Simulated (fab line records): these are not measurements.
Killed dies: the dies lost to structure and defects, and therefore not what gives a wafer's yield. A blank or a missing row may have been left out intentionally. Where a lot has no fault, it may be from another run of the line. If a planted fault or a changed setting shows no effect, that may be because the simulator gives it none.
fab line records -- flow berkeley-cmos170
[record] lots = 15, wafers = 45, last-day = 12
route steps=331 shown PSD@179 SILICIDE@212 V1@267 V2@293
lots untouched by any fault: they come from a run of this same line in which no faults occurred
start-h: start of the lot's first displayed wafer, in hours after the record's first day -- wait-h: hours elapsed since this lot's preceding step -- " the same as in the row above -- L1.1+2: several wafers, shown together as one row -- - value missing, or start not given -- * or withheld: withheld -- < > ~ a bound
route shown NAME@n: a module of which the file shows steps, and the number in the route of the first -- usual: mean/standard deviation taken from wafers without a fault -- same: alike in all rows -- chamber/n: place in a boat -- sites: readings site by site -- _std_site: the standard deviation of these -- _edge_site: inner sites' mean taken away from outer sites' mean -- radius-mm: for every site, how far away it sits from the centre of the wafer -- mask NAME#n: copy n -- behind: the last tool/chamber to shape the wafer -- hold: the reason the lot was held/the length of the hold in hours/how it ended -- device: transistor that didn't switch, given as n, p or np -- end of line: tests of these same wafers at the route's end -- a step with no rows: only its recipe -- killed: dies that structure and defects cost at the first sort, which is not the same as the wafer's yield -- map: shows each die of a wafer: x if killed, . if not, _ if none is there
set.NAME: the setting as run; set.NAME@STEP: as run at that earlier step -- model.NAME: the simulator's own value behind a step, which no gauge read
one table for each step of the route and one row for each wafer, over a sample of lots
[[steps]]
[step UCB170_PSD_PEB_04]
[recipe] peb-temp-c = 130, peb-time-s = withheld, resist = KrF
[usual] chill-plate-temp-C = 22.99/0.12, exhaust-pa = 44.9/0.94, plate-temp-C = 129.98/0.14
lot.wafer,tool,chamber,start-h,wait-h,chill-plate-temp-C,exhaust-pa,plate-temp-C
L422.1,litho-track-04,0,169.87,0.1,23.21,44.4,130.00
L422.4,litho-track-04,0,169.87,0.1,23.16,45.0,130.05
L422.5,litho-track-04,0,169.87,0.1,23.29,44.8,130.20
L424.1,litho-track-02,0,185.13,0.1,22.84,47.0,129.93
L424.2,litho-track-02,0,185.13,0.1,22.88,45.2,129.87
L424.5,litho-track-02,0,185.13,0.1,22.89,46.5,129.93
L425.1,litho-track-02,0,185.41,0.2,23.15,45.6,129.75
L425.2,litho-track-02,0,185.41,0.2,22.89,45.9,129.86
L425.4,litho-track-02,0,185.41,0.2,23.17,45.4,129.73
L423.3,litho-track-02,0,185.73,0.2,22.96,45.9,129.98
L423.5,litho-track-02,0,185.73,0.2,22.85,43.9,130.12
L423.6,litho-track-02,0,185.73,0.2,22.99,44.3,130.03
L426.1,litho-track-04,0,193.51,0.1,23.05,44.2,129.84
L426.3,litho-track-04,0,193.51,0.1,23.27,44.9,129.99
L426.4,litho-track-04,0,193.51,0.1,23.20,46.5,130.14
L428.2,litho-track-01,0,205.93,0.1,23.03,46.5,129.98
L428.3,litho-track-01,0,205.93,0.1,22.90,44.2,130.14
L428.4,litho-track-01,0,205.93,0.1,23.01,45.0,130.13
L434.1,litho-track-01,-,226.41,0.1,-,-,-
L434.5,litho-track-01,-,226.41,0.1,-,-,-
L434.6,litho-track-01,-,226.41,0.1,-,-,-
L432.1,litho-track-04,-,226.59,0.2,-,-,-
L432.2,litho-track-04,-,226.59,0.2,-,-,-
L432.4,litho-track-04,-,226.59,0.2,-,-,-
L433.1,litho-track-02,-,242.53,0.3,-,-,-
L433.4,litho-track-02,-,242.53,0.3,-,-,-
L433.5,litho-track-02,-,242.53,0.3,-,-,-
L436.1,litho-track-04,0,242.71,0.2,22.89,44.8,130.10
L436.2,litho-track-04,0,242.71,0.2,23.11,44.6,129.96
L436.4,litho-track-04,0,242.71,0.2,22.84,45.5,129.92
L435.1,litho-track-01,0,242.86,0.1,23.08,43.6,129.98
L435.5,litho-track-01,0,242.86,0.1,22.71,44.6,129.93
L435.6,litho-track-01,0,242.86,0.1,22.90,44.6,129.95
L437.2,litho-track-04,0,251.55,0.7,22.98,43.4,129.92
L437.3,litho-track-04,0,251.55,0.7,23.03,43.4,130.02
L437.5,litho-track-04,0,251.55,0.7,22.93,44.3,129.87
L442.2,litho-track-04,0,259.44,0.2,23.03,45.1,130.07
L442.4,litho-track-04,0,259.44,0.2,22.90,44.7,130.05
L442.5,litho-track-04,0,259.44,0.2,22.92,45.7,129.97
L440.1,litho-track-02,0,259.53,0.1,22.97,44.7,129.94
L440.2,litho-track-02,0,259.53,0.1,22.94,45.4,130.15
L440.4,litho-track-02,0,259.53,0.1,22.98,45.8,130.25
L441.1,litho-track-01,0,259.71,0.2,23.04,44.1,129.87
L441.2,litho-track-01,0,259.71,0.2,23.07,44.4,130.12
L441.5,litho-track-01,0,259.71,0.2,23.12,43.2,129.70
[step UCB170_SILICIDE_RS_MEAS_02]
[recipe] thk-meas-gauge = four-point-probe, reads = Ti_of_SILICIDE_SPUTTER_01
[usual] SILICIDE_TI_RS = 26.1/0.33
lot.wafer,tool,chamber,start-h,wait-h,SILICIDE_TI_RS[ohm/sq]
L422.1,film-metro-01,-,174.40,0.0,26.1
L422.4,film-metro-01,-,174.40,0.0,25.9
L422.5,film-metro-01,-,174.40,0.0,26.0
L424.1,film-metro-03,-,189.99,0.0,26.1
L424.2,film-metro-03,-,189.99,0.0,26.5
L424.5,film-metro-03,-,189.99,0.0,26.0
L425.1,film-metro-03,-,190.28,0.0,26.2
L425.2,film-metro-03,-,190.28,0.0,26.0
L425.4,film-metro-03,-,190.28,0.0,26.0
L423.3,film-metro-01,-,190.57,0.1,26.0
L423.5,film-metro-01,-,190.57,0.1,26.0
L423.6,film-metro-01,-,190.57,0.1,26.5
L426.1,film-metro-01,-,197.40,0.0,26.1
L426.3,film-metro-01,-,197.40,0.0,26.1
L426.4,film-metro-01,-,197.40,0.0,26.2
L428.2,film-metro-01,-,213.58,0.0,26.0
L428.3,film-metro-01,-,213.58,0.0,25.6
L428.4,film-metro-01,-,213.58,0.0,25.6
L434.1,film-metro-03,-,233.89,0.0,26.6
L434.5,film-metro-03,-,233.89,0.0,26.5
L434.6,film-metro-03,-,233.89,0.0,26.3
L432.1,film-metro-02,-,234.12,0.0,26.1
L432.2,film-metro-02,-,234.12,0.0,26.3
L432.4,film-metro-02,-,234.12,0.0,25.9
L433.1,film-metro-03,-,248.60,0.1,26.6
L433.4,film-metro-03,-,248.60,0.1,26.6
L433.5,film-metro-03,-,248.60,0.1,26.6
L435.1,film-metro-01,-,248.80,0.0,25.9
L435.5,film-metro-01,-,248.80,0.0,25.6
L435.6,film-metro-01,-,248.80,0.0,25.7
L436.1,film-metro-03,-,248.97,0.0,25.8
L436.2,film-metro-03,-,248.97,0.0,25.8
L436.4,film-metro-03,-,248.97,0.0,25.8
L437.2,film-metro-03,-,256.23,0.0,26.5
L437.3,film-metro-03,-,256.23,0.0,25.9
L437.5,film-metro-03,-,256.23,0.0,25.9
L442.2,film-metro-03,-,263.64,0.0,25.7
L442.4,film-metro-03,-,263.64,0.0,25.7
L442.5,film-metro-03,-,263.64,0.0,26.2
L440.1,film-metro-03,-,263.91,0.0,26.0
L440.2,film-metro-03,-,263.91,0.0,25.5
L440.4,film-metro-03,-,263.91,0.0,26.0
L441.1,film-metro-01,-,264.10,0.0,26.1
L441.2,film-metro-01,-,264.10,0.0,25.7
L441.5,film-metro-01,-,264.10,0.0,25.5
[step UCB170_V1_OVL_MEAS_13]
[usual] V1_OVL = -3/4.9
lot.wafer,tool,chamber,start-h,wait-h,V1_OVL[nm]
L422.1,overlay-02,-,184.56,0.1,2
L422.4,overlay-02,-,184.56,0.1,-4
L422.5,overlay-02,-,184.56,0.1,-8
L424.1,overlay-01,-,201.48,0.1,0
L424.2,overlay-01,-,201.48,0.1,-1
L424.5,overlay-01,-,201.48,0.1,3
L425.1,overlay-02,-,201.60,0.1,0
L425.2,overlay-02,-,201.60,0.1,-5
L425.4,overlay-02,-,201.60,0.1,-5
L423.3,overlay-01,-,202.50,0.1,-7
L423.5,overlay-01,-,202.50,0.1,-6
L423.6,overlay-01,-,202.50,0.1,-6
L426.1,overlay-02,-,210.52,0.1,11
L426.3,overlay-02,-,210.52,0.1,-2
L426.4,overlay-02,-,210.52,0.1,-7
L428.2,overlay-02,-,224.68,0.1,-2
L428.3,overlay-02,-,224.68,0.1,-1
L428.4,overlay-02,-,224.68,0.1,-1
L434.1,overlay-01,-,246.66,0.1,-13
L434.5,overlay-01,-,246.66,0.1,-11
L434.6,overlay-01,-,246.66,0.1,-4
L432.1,overlay-02,-,247.84,0.1,5
L432.2,overlay-02,-,247.84,0.1,6
L432.4,overlay-02,-,247.84,0.1,0
L433.1,overlay-02,-,259.84,0.1,-1
L433.4,overlay-02,-,259.84,0.1,-3
L433.5,overlay-02,-,259.84,0.1,1
L435.1,overlay-01,-,261.17,0.1,-3
L435.5,overlay-01,-,261.17,0.1,1
L435.6,overlay-01,-,261.17,0.1,-2
L436.1,overlay-01,-,262.30,0.1,-11
L436.2,overlay-01,-,262.30,0.1,-8
L436.4,overlay-01,-,262.30,0.1,-3
L437.2,overlay-01,-,266.79,0.1,-2
L437.3,overlay-01,-,266.79,0.1,1
L437.5,overlay-01,-,266.79,0.1,5
L442.2,overlay-01,-,277.66,0.1,3
L442.4,overlay-01,-,277.66,0.1,-4
L442.5,overlay-01,-,277.66,0.1,-7
L440.1,overlay-02,-,279.83,0.1,-12
L440.2,overlay-02,-,279.83,0.1,-4
L440.4,overlay-02,-,279.83,0.1,-11
L441.1,overlay-01,-,283.40,0.1,-10
L441.2,overlay-01,-,283.40,0.1,-7
L441.5,overlay-01,-,283.40,0.1,-2
[step UCB170_V2_THK_MEAS_01]
[recipe] reads = SiO2_of_V2_CVD_00
[usual] V2_TEOS_THK = 1998/27
lot.wafer,tool,chamber,start-h,wait-h,V2_TEOS_THK[nm]
L422.1,film-metro-03,-,187.77,0.1,1956
L422.4,film-metro-03,-,187.77,0.1,2008
L422.5,film-metro-03,-,187.77,0.1,2013
L424.1,film-metro-03,-,205.20,0.1,1963
L424.2,film-metro-03,-,205.20,0.1,1981
L424.5,film-metro-03,-,205.20,0.1,2024
L425.1,film-metro-01,-,205.43,0.1,1979
L425.2,film-metro-01,-,205.43,0.1,2008
L425.4,film-metro-01,-,205.43,0.1,2026
L423.3,film-metro-01,-,206.42,0.1,1975
L423.5,film-metro-01,-,206.42,0.1,2027
L423.6,film-metro-01,-,206.42,0.1,1981
L426.1,film-metro-04,-,217.47,0.1,1976
L426.3,film-metro-04,-,217.47,0.1,1997
L426.4,film-metro-04,-,217.47,0.1,2029
L428.2,film-metro-04,-,227.86,0.2,1953
L428.3,film-metro-04,-,227.86,0.2,1997
L428.4,film-metro-04,-,227.86,0.2,2015
L434.1,film-metro-03,-,250.35,0.1,2009
L434.5,film-metro-03,-,250.35,0.1,2013
L434.6,film-metro-03,-,250.35,0.1,2033
L432.1,film-metro-03,-,251.58,0.1,1983
L432.2,film-metro-03,-,251.58,0.1,1989
L432.4,film-metro-03,-,251.58,0.1,2012
L433.1,film-metro-01,-,263.42,0.1,1995
L433.4,film-metro-01,-,263.42,0.1,2054
L433.5,film-metro-01,-,263.42,0.1,2026
L435.1,film-metro-03,-,264.74,0.1,1969
L435.5,film-metro-03,-,264.74,0.1,2011
L435.6,film-metro-03,-,264.74,0.1,2044
L436.1,film-metro-01,-,265.39,0.1,1983
L436.2,film-metro-01,-,265.39,0.1,1968
L436.4,film-metro-01,-,265.39,0.1,1989
L437.2,film-metro-03,-,273.52,0.1,2002
L437.3,film-metro-03,-,273.52,0.1,1982
L437.5,film-metro-03,-,273.52,0.1,2059
L442.2,film-metro-03,-,281.33,0.1,1983
L442.4,film-metro-03,-,281.33,0.1,2004
L442.5,film-metro-03,-,281.33,0.1,1984
L440.1,film-metro-03,-,283.75,0.1,1960
L440.2,film-metro-03,-,283.75,0.1,2005
L440.4,film-metro-03,-,283.75,0.1,1998
L441.1,film-metro-03,-,286.51,0.1,1983
L441.2,film-metro-03,-,286.51,0.1,1980
L441.5,film-metro-03,-,286.51,0.1,2012
[[key]]
[first-sign] step = UCB170_PSD_PEB_04, reading = tool-record, direction = missing
effect none on later readings
met-at UCB170_PSD_PEB_04
struck-lots L432,L433,L434
sort-left-out L432.1,L432.2,L432.4,L433.1,L433.4,L433.5,L434.1,L434.5,L434.6
tester-left-out L432,L433,L434
not-acting-at UCB170_SILICIDE_RS_MEAS_02,UCB170_V1_OVL_MEAS_13,UCB170_V2_THK_MEAS_01
onset-between 205.93 226.41
[fault] kind = skipped-step-whole, tool = litho-track-01,litho-track-02,litho-track-04, chamber = -, onset-h = 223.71, steps = UCB170_PSD_PEB_04, scope = struck-lots-only
// tester-left-out: of these lots the tester's yield and bins aren't shown, on N5 and GAA mostly nor the transistor test; their killed dies are dies lost to structure and defects alone, not to doping, threshold or leakage, so they don't give the yield
// sort-left-out: the simulated sort isn't trusted on such a fault, so these wafers' sort isn't shown, and their yield isn't known
